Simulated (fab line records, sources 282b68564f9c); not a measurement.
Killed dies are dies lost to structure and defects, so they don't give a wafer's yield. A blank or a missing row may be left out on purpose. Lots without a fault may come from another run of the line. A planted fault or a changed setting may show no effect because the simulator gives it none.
A struck lot beside a sound one | flow rit_cmos | 20 steps out of a route of 202
Sound: wafers L210.2, L210.4, L210.6. Struck: wafers L216.1, L216.3, L216.4. The cause comes at the end.
At each step with rows: each side's tool, then ch and its chambers, then its first start. Under that, the readings that differ: sound wafers | struck wafers | difference of the means | sigmas: that difference in standard deviations of wafers without a fault.
alike: readings whose means differ by less than 2 such deviations, and words and numbers that are the same on both sides. not compared: withheld readings, readings that some wafer has no value for, bounds like >300 that may hide the same value, and numbers for which the record gives no deviation and whose values overlap.
The two part at a step that has a row with sigmas, a row that says differs or no value, or rows on one side only. Numbers that don't overlap but have no deviation are shown without sigmas and don't part them. A reading that every wafer of one side lacks parts them only if that side has two wafers or more.

first, 2 steps without rows for these wafers: RIT_NWELL_HARDBAKE_07 (time 120 s); RIT_NWELL_IMPLANT_08.
RIT_NWELL_STRIP_09: strips in O2, time 180 s.
  sound on plasma_asher-03 ch 0,1, day 3 03:57; struck on plasma_asher-03 ch 0,1, day 4 09:43
  alike: drypump_motor_current_A
  not compared: rf_hours_counter_h
RIT_NWELL_TW_MEAS_10:
  sound on film_metro-04, day 3 04:08; struck on film_metro-04, day 4 09:53
  alike: NWELL_TW
then, 6 steps without rows for these wafers: RIT_PWELL_HMDS_00 (prime time 60 s); RIT_PWELL_COAT_01 (resist thk 1300 nm); RIT_PWELL_SOFTBAKE_02 (time 60 s); RIT_PWELL_EXPOSE_03 (exposes mask M3, target cd 43700 nm); RIT_PWELL_PEB_04; RIT_PWELL_DEVELOP_05 (develop time 68 s).
RIT_PWELL_OVL_MEAS_06:
  sound on overlay-01, day 3 05:23; struck on overlay-02, day 4 10:57
  alike: PWELL_OVL
then, 1 step without rows for these wafers: RIT_PWELL_HARDBAKE_07 (time 120 s).
RIT_PWELL_IMPLANT_08:
  sound on implanter-01 ch 0, day 3 05:41; struck on implanter-01 ch 0, day 4 11:20
  reading            | sound                         | struck                        | difference | sigmas
  dose_ions_cm2      | 6.991e+13 6.987e+13 6.996e+13 | 7.699e+13 7.691e+13 7.701e+13 | +7.057e+12 | +99 or more
  faraday_current_uA | 222 221 225                   | 241 240 249                   | +21        | +5
  alike: beam_on_s
RIT_PWELL_STRIP_09: strips in O2, time 180 s.
  sound on plasma_asher-04 ch 0,1, day 3 05:49; struck on plasma_asher-03 ch 0,1, day 4 11:29
  alike: drypump_motor_current_A
  not compared: rf_hours_counter_h
RIT_PWELL_TW_MEAS_10:
  sound on film_metro-03, day 3 05:59; struck on film_metro-01, day 4 11:39
  reading  | sound       | struck      | difference | sigmas
  PWELL_TW | 936 933 931 | 988 993 993 | +58        | +7
then, 1 step without rows for these wafers: RIT_WELLDRIVE_ANNEAL_00 (time 14700 s).
RIT_WELLDRIVE_RS_MEAS_01: measures by four-point-probe.
  sound on film_metro-04, day 3 11:08; struck on film_metro-01, day 4 17:35
  alike: NWELL_RS
RIT_WELLDRIVE_RS_MEAS_02: measures by four-point-probe.
  sound on film_metro-04, day 3 11:16; struck on film_metro-01, day 4 17:43
  reading           | sound             | struck            | difference | sigmas
  PWELL_RS (ohm/sq) | 430.0 431.0 431.3 | 404.5 403.4 404.5 | -26.6      | -20
then, 1 step without rows for these wafers: RIT_NRETRO_HMDS_00 (prime time 60 s).
RIT_M1_PROBE_99:
  sound on prober-02, day 4 16:52; struck on prober-02, day 6 00:05
  reading                                | sound             | struck            | difference | sigmas
  model.etest.nmos_0p3.r_on_ohm_um       | 2127 2094 2092    | 2179 2198 2192    | +85        |
  model.etest.pwell_pinched.rs_ohm_sq    | 457.8 458.9 454   | 424.6 429.3 435.1 | -27.2      |
  model.etest.pwell.rs_ohm_sq            | 414.4 415.8 415.5 | 389 393 393.2     | -24        |
  model.etest.nmos_turned.drive_ua_um    | 336.8 336.9 335.4 | 305.8 302.4 314.6 | -28.8      |
  model.etest.nmos_0p15.drive_ua_um      | 486.5 484.3 481.6 | 452.1 446.6 455.6 | -32.7      |
  model.etest.nmos_narrow.drive_ua_um    | 227.5 231.3 230.6 | 210.5 211.8 218.2 | -16.3      |
  model.etest.nmos_0p3.drive_ua_um       | 225.8 232.4 231.6 | 210.3 208.6 216.7 | -18.1      |
  model.etest.well_edge_left.line_ohm_um | 184.7 182.1 183   | 185.6 187.5 187.8 | +3.7       |
  alike: killed_at_M0_to_M3, killed_at_front_end, killed_dies, killed_open, killed_short

WHERE THEY PART
First at RIT_PWELL_IMPLANT_08; last, within this record, at RIT_WELLDRIVE_RS_MEAS_02. Later steps at which nothing parts them and some readings are alike: RIT_M1_PROBE_99.

WHY: what the simulator had put in
Process parameter drift: implanter-01, from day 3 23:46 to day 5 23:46, at RIT_PWELL_IMPLANT_08. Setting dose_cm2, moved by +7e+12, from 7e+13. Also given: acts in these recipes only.
